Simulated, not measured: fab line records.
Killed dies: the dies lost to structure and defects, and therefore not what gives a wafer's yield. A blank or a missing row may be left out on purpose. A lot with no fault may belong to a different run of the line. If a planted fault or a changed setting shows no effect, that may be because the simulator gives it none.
Split-lot study ; flow rit_cmos ; 23 wafers read across 5 lots, on a route 202 steps long

THE SPLIT
At RIT_SPACER_ETCHBACK_05 (etches Si3N4 in SF6/CHF3, stops on SiO2, target depth 250 nm, time 240 s), the setting time_s was moved away from the recipe's 240 s on 7 of the 23 wafers read, by -12.5% to +12.4%. This setting was run at the recipe's value on the other wafers.

The reading comes from the split's own step.

THE READING
poly-Si_of_GATE_CVD_08.thk_nm (the simulator's own value, which no gauge read), in nm, at RIT_SPACER_ETCHBACK_05 (etches Si3N4 in SF6/CHF3, stops on SiO2, target depth 250 nm, time 240 s). There is no usual value for it anywhere in the file. Here, 16 wafers ran the recipe; their average is 164.5 nm with a standard deviation of 11 nm.

wafer;tool, chamber at the split;time_s as run, s;against the recipe;poly-Si_of_GATE_CVD_08.thk_nm, nm;against lot-mates on the recipe
L074.1;rie_diel-02, 1;240;recipe;170.4;-
L074.2;rie_diel-02, 2;240;recipe;166;-
L074.3;rie_diel-02, 3;240;recipe;169.9;-
L074.5;rie_diel-02, 3;209.9;-12.5%;177.3;+8.5
L074.6;rie_diel-02, 0;209.9;-12.5%;175.5;+6.7
L075.1;rie_diel-03, 3;269.7;+12.4%;163.9;-5.7
L075.2;rie_diel-03, 2;269.7;+12.4%;161.8;-7.8
L075.4;rie_diel-03, 0;240;recipe;169.9;-
L075.5;rie_diel-03, 2;240;recipe;169.2;-
L075.6;rie_diel-03, 1;269.7;+12.4%;163.5;-6.1
L076.2;rie_diel-02, 3;240;recipe;151.7;-
L076.3;rie_diel-02, 2;240;recipe;148.8;-
L076.4;rie_diel-02, 0;240;recipe;150.9;-
L076.5;rie_diel-02, 0;240;recipe;147.1;-
L076.6;rie_diel-02, 3;240;recipe;150.5;-
L080.1;rie_diel-03, 3;240;recipe;179.6;-
L080.3;rie_diel-03, 1;240;recipe;178.3;-
L080.4;rie_diel-03, 2;210.8;-12.2%;187.3;+8.6
L080.5;rie_diel-03, 2;210.8;-12.2%;185.3;+6.6
L080.6;rie_diel-03, 3;240;recipe;178.3;-
L081.2;rie_diel-01, 3;240;recipe;165.2;-
L081.3;rie_diel-01, 0;240;recipe;166.4;-
L081.5;rie_diel-01, 1;240;recipe;170;-

FIT RESULTS
A straight line over all 23 wafers: poly-Si_of_GATE_CVD_08.thk_nm changes by -0.798 nm for each +1% of time_s; r = -0.48; the points scatter about the line by 10 nm.
The same after taking each lot's own level away (the mean of its wafers on the recipe; 23 wafers): -0.574 nm for each +1%; r = -0.94; scatter 1.5 nm.
The reading moves by 7.2 nm for the largest change in time_s, on that fit.
The span of the lots' own levels, 149.80 to 178.73 nm, comes to 2.7 times the standard deviation stated above.
So the lot-to-lot level blurs the effect unless lot-mates are compared.
Check: for one of the wafers moved furthest among these (-12.5%), held out of the fit, the line's prediction against its lot-mates is +7.11 nm. Against them it came out at +8.53 nm.

THE OTHER SPLITS THESE WAFERS WENT THROUGH
These wafers also went through other splits before the reading. Each is held against what the fit with the lots' levels taken away leaves over:
other split on the same wafers;wafers away from the commonest value;r with poly-Si_of_GATE_CVD_08.thk_nm (lot level and that fit taken away)
RIT_ACTIVE_COAT_06 resist_thk_nm;4;+0.16
RIT_ACTIVE_DEVELOP_10 develop_time_s;8;+0.28
RIT_NWELL_COAT_01 resist_thk_nm;7;+0.15
RIT_NWELL_SOFTBAKE_02 time_s;6;+0.22
RIT_PWELL_COAT_01 resist_thk_nm;6;+0.15
RIT_GATE_CVD_08 pressure_mtorr;10;+0.05
RIT_GATE_DEVELOP_15 dev_temp_c;8;-0.12
RIT_NLDD_COAT_01 resist_thk_nm;9;-0.03

THE WHOLE CHAIN: every reading that the file lists as answering this split, in the file's order
step;what it does;reading;change (the file's fit);r (the file's)
RIT_SPACER_ETCHBACK_05;etches Si3N4 in SF6/CHF3, stops on SiO2, target depth 250 nm, time 240 s;Si3N4_of_SPACER_CVD_03.thk_nm (the simulator's own value, which no gauge read);-0.529 nm for each +1% of the setting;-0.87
RIT_SPACER_ETCHBACK_05;etches Si3N4 in SF6/CHF3, stops on SiO2, target depth 250 nm, time 240 s;poly-Si_of_GATE_CVD_08.thk_nm (the simulator's own value, which no gauge read);-0.584 nm for each +1% of the setting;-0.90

THE FILE'S OWN FIT
poly-Si_of_GATE_CVD_08.thk_nm changes by -0.584 nm for each +1% of time_s, r = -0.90.
